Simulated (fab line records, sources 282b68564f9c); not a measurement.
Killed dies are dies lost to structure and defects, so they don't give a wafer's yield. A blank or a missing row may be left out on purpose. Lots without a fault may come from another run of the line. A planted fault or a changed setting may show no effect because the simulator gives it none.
Which tool did it? | flow rit_cmos | 7 lots, 21 wafers sampled, at 3 steps of a route of 202

WHAT THE GAUGES READ, wafer by wafer
RIT_PSD_OVL_MEAS_06.
lot  | measured    | on         | PSD_OVL (nm)
L212 | day 3 09:50 | overlay-01 | 1.3 0.0 0.9
L214 | day 3 16:17 | overlay-02 | -1.3 -3.1 -2.4
L219 | day 4 17:15 | overlay-01 | 0.3 -0.2 -0.8
L225 | day 6 00:49 | overlay-02 | 0.4 1.6 -0.5
L227 | day 6 09:45 | overlay-01 | -2.5 -1.7 -2.2
L231 | day 7 04:58 | overlay-01 | -1.2 0.1 -1.4
L234 | day 7 19:46 | overlay-01 | -1.3 -2.5 -1.4

WHICH TOOL RAN EACH LOT (tool, then ch and the chambers of the sampled wafers, then the start)
lot  | RIT_NRETRO_STRIP_09                 | RIT_SPACER_ETCHBACK_05
L212 | plasma_asher-01 ch 0,1, day 2 15:37 | rie_diel-01 ch 0,3, day 3 07:25
L214 | plasma_asher-02 ch 0,1, day 2 22:01 | rie_diel-02 ch 0,1,3, day 3 13:50
L219 | plasma_asher-01 ch 0,1, day 3 22:28 | rie_diel-01 ch 0,3, day 4 14:35
L225 | plasma_asher-01 ch 0, day 5 04:23   | rie_diel-04 ch 0,1, day 5 22:10
L227 | plasma_asher-03 ch 0,1, day 5 13:22 | rie_diel-01 ch 1,2,3, day 6 06:44
L231 | plasma_asher-03 ch 1, day 6 10:24   | rie_diel-04 ch 1,2,3, day 7 02:20
L234 | plasma_asher-01 ch 0,1, day 7 01:17 | rie_diel-01 ch 1,2,3, day 7 17:20
- RIT_NRETRO_STRIP_09: strips in O2, time 180 s.
- RIT_SPACER_ETCHBACK_05: etches Si3N4 in SF6/CHF3, stops on SiO2, target depth 250 nm, time 240 s.

THE ANSWER, worked out from the rows above alone
Rule: what is usual is taken from the lots themselves. Put in order of their means at a reading, lots are off if they are a third of the lots or fewer, leave a main group of 4 or more, and stand apart from it by a gap of 3 or more times the standard deviation of the main group's means; of several such gaps the widest counts. A main group whose means are all the same, to the digits that the tables above print for the reading, isn't used. A lot without any number at a reading at which 4 lots or more have one is off too. The other lots that the step has rows for count as sound.
No lot is off at any reading shown: from this, nothing can be told.

WHAT THE SIMULATOR HAD PUT IN
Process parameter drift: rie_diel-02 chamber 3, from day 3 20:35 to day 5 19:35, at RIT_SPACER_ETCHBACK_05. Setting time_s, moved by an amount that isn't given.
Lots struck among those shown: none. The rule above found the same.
